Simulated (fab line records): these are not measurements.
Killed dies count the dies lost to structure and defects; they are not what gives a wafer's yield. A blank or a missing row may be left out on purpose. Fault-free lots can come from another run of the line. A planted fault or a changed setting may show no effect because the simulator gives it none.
Which tool is to blame? | flow berkeley-cmos170 | 15 lots, 45 wafers sampled, at 2 steps of a route of 331

WHAT THE GAUGES SHOWED, per wafer
UCB170_ACTIVE_OVL_MEAS_14.
lot  | measured    | on         | ACTIVE_OVL (nm)
L102 | day 4 20:13 | overlay-01 | -3 -7 -9
L103 | day 4 20:11 | overlay-02 | 4 6 2
L106 | day 5 09:29 | overlay-01 | -3 3 -2
L105 | day 5 09:38 | overlay-02 | 9 12 10
L107 | day 5 20:07 | overlay-01 | 1 11 2
L109 | day 5 20:05 | overlay-02 | 2 7 1
L112 | day 7 02:12 | overlay-01 | -3 5 6
L113 | day 7 01:47 | overlay-02 | 7 11 12
L115 | day 7 14:45 | overlay-02 | -1 5 2
L118 | day 8 05:38 | overlay-01 | -7 -4 -3
L119 | day 8 19:59 | overlay-02 | 4 11 1
L120 | day 8 20:16 | overlay-02 | -2 0 -1
L121 | day 9 05:50 | overlay-01 | -1 -1 -3
L122 | day 9 05:13 | overlay-01 | -1 1 8
L125 | day 9 05:28 | overlay-01 | 2 -2 -3

WHICH TOOL RAN EACH LOT (tool, then ch and the chambers of the sampled wafers, then the start)
lot  | UCB170_NWELL_STRIP_15
L102 | plasma-asher-04 ch 0,1, day 2 15:39
L103 | plasma-asher-02 ch 0,1, day 2 15:48
L106 | plasma-asher-04 ch 1, day 3 07:10
L105 | plasma-asher-02 ch 0,1, day 3 07:27
L107 | plasma-asher-02 ch 0,1, day 3 13:49
L109 | plasma-asher-03 ch 0,1, day 3 19:19
L112 | plasma-asher-04 ch 0,1, day 4 11:49
L113 | plasma-asher-02 ch 0,1, day 4 21:07
L115 | plasma-asher-02 ch 1, day 5 05:07
L118 | plasma-asher-03 ch 0,1, day 5 19:28
L119 | plasma-asher-04 ch 0,1, day 6 07:21
L120 | plasma-asher-02 ch 0,1, day 6 08:16
L121 | plasma-asher-03 ch 0,1, day 6 16:55
L122 | plasma-asher-02 ch 0,1, day 6 18:23
L125 | plasma-asher-04 ch 0,1, day 7 03:44
- UCB170_NWELL_STRIP_15: strips in O2.

AS READ BY THE TOOLS THEMSELVES (means over the sampled wafers that have a number; for cases with no such wafer, the mark the record gives instead)
UCB170_NWELL_STRIP_15.
lot  | tool            | drypump-motor-current-A (A) | oes-product-au (a.u.) | strip-time-to-endpoint-s (s)
L102 | plasma-asher-04 | 5.1                         | 0.723                 | 17.93
L103 | plasma-asher-02 | 6.1                         | 0.722                 | 17.95
L106 | plasma-asher-04 | 5.0                         | 0.721                 | 18.18
L105 | plasma-asher-02 | 6.0                         | 0.719                 | 17.95
L107 | plasma-asher-02 | 6.1                         | 0.719                 | 18.00
L109 | plasma-asher-03 | 4.8                         | 0.726                 | 18.02
L112 | plasma-asher-04 | 5.1                         | 0.719                 | 17.98
L113 | plasma-asher-02 | 6.1                         | 0.716                 | 17.92
L115 | plasma-asher-02 | 5.8                         | 0.723                 | 18.12
L118 | plasma-asher-03 | 4.8                         | 0.723                 | 18.06
L119 | plasma-asher-04 | 5.1                         | 0.725                 | 17.98
L120 | plasma-asher-02 | 6.4                         | 0.723                 | 18.07
L121 | plasma-asher-03 | 4.8                         | 0.724                 | 18.08
L122 | plasma-asher-02 | 6.1                         | 0.711                 | 17.95
L125 | plasma-asher-04 | 5.1                         | 0.721                 | 17.99

THE ANSWER, worked out from the rows above alone
Rule: the lots themselves supply what counts as usual. The widest of any qualifying gaps counts: lots, ordered by their means at a reading, are off when they make up no more than a third of the lots, leave a main group of 4 or more, and stand apart from it by 3 or more times the standard deviation of that group's means. If all means in a main group match to the digits the tables above print for the reading, that group is not used. A lot without any number at a reading at which 4 lots or more have one is off too. Any other lot the step has rows for is counted as sound. After the gauges, taken in route order, come the tools' own readings; for these a lot's mean is taken, as printed above. At the first step where some lot is off, the reading lying furthest off is the one used; lots without a number count as furthest.
None of the lots is off at any reading shown; this tells nothing.

WHAT HAD BEEN PUT IN BY THE SIMULATOR
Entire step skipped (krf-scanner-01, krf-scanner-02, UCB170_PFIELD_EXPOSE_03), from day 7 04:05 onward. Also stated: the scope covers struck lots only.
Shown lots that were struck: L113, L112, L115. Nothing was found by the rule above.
